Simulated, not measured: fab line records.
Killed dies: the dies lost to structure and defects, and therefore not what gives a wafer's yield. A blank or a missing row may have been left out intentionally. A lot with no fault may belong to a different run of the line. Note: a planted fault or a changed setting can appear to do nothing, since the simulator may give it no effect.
A single fault, viewed from 2 desks :: flow berkeley-cmos170 :: each desk has only its own numbers; what lay behind them comes last

THE METROLOGY DESK
Lot by lot, what the gauges showed, no matter which tool ran the lot: averages of those sampled wafers that carry a number. Any lot whose mean is over 4 standard deviations away from the usual mean is out of limits and marked OUT; that distance is given in the brackets.
Columns: A = NWELL_OXIDE_THK at UCB170_NWELL_THK_MEAS_02, usual 26.7 nm; B = PWELL_NITRIDE_THK at UCB170_PWELL_THK_MEAS_06, usual 219.5 nm; C = cd-nm at UCB170_ACTIVE_CD_MEAS_90, usual 1200.1 nm
lot: L465
first seen here: day 2 07:01
A: 26.6
B: 219.2
C: 1202.5

lot: L468
first seen here: day 2 22:28
A: 26.5
B: 220.6
C: 1201.3

lot: L469
first seen here: day 2 22:29
A: 26.9
B: 221.6
C: 1203.0

lot: L470
first seen here: day 3 05:43
A: 26.9
B: 215.4
C: 1198.9

lot: L471
first seen here: day 3 05:43
A: 26.7
B: 223.1
C: 1200.0

lot: L473
first seen here: day 3 22:35
A: 26.5
B: 218.9
C: 1200.9

lot: L475
first seen here: day 4 09:35
A: 25.9
B: 221.0
C: 1199.2

lot: L474
first seen here: day 4 09:35
A: 26.8
B: 219.2
C: 1200.9

lot: L476
first seen here: day 4 18:02
A: 27.4
B: 218.4
C: 1200.4

lot: L477
first seen here: day 4 18:04
A: 27.1
B: 222.0
C: 1198.8

lot: L478
first seen here: day 4 21:52
A: 27.2
B: 219.6
C: 1201.4

lot: L479
first seen here: day 4 21:52
A: 26.9
B: 219.9
C: 1199.2

lot: L480
first seen here: day 5 07:41
A: 26.1
B: 162.4 (-27) OUT
C: 1200.4

lot: L481
first seen here: day 5 07:43
A: 26.5
B: 160.5 (-28) OUT
C: 1200.2
This desk's result: L480, L481 out of limits, first on L480 (PWELL_NITRIDE_THK at UCB170_PWELL_THK_MEAS_06), day 6 04:45. Within limits: L465, L468, L469, L470, L471, L473, L475, L474, L476, L477, L478, L479.

TOOL OWNER'S DESK, lpcvd-01
The tool's own readings at UCB170_PWELL_CVD_05 (deposits Si3N4 from SiH2Cl2/NH3, target thk 220 nm, time 3300 s): means of the sampled wafers that have a number, for each lot that ran on this tool. Any lot whose mean is over 4 standard deviations away from the usual mean is out of limits and marked OUT; that distance is given in the brackets.
Columns: A = nh3-flow-sccm at UCB170_PWELL_CVD_05, usual 75.05 sccm
lot: L468
first seen here: day 4 09:25
A: 75.07

lot: L469
first seen here: day 4 09:25
A: 75.12

lot: L470
first seen here: day 4 09:25
A: 75.31

lot: L471
first seen here: day 4 09:25
A: 74.98

lot: L478
first seen here: day 5 21:25
A: 75.22

lot: L479
first seen here: day 5 21:25
A: 75.03

lot: L480
first seen here: day 6 02:50
A: 75.27

lot: L481
first seen here: day 6 02:50
A: 74.68
This desk's verdict: no lot among the 8 shows anything out of limits.

ALL TOGETHER
At day 6 04:45 the metrology desk could have sounded an alarm, on L480, L481.
The desk of the tool owner found nothing out of limits.
On record at the tool owner's desk: L480, L481, within its limits.
All the named lots went through UCB170_PWELL_CVD_05 on lpcvd-01.

WHAT THE SIMULATOR HAD INSERTED
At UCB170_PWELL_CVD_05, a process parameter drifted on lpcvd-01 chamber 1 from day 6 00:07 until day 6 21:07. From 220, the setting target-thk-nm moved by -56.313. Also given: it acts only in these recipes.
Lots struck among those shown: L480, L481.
Time in hours between the start of the fault and the first out-of-limits reading at each desk: metrology desk, 5.
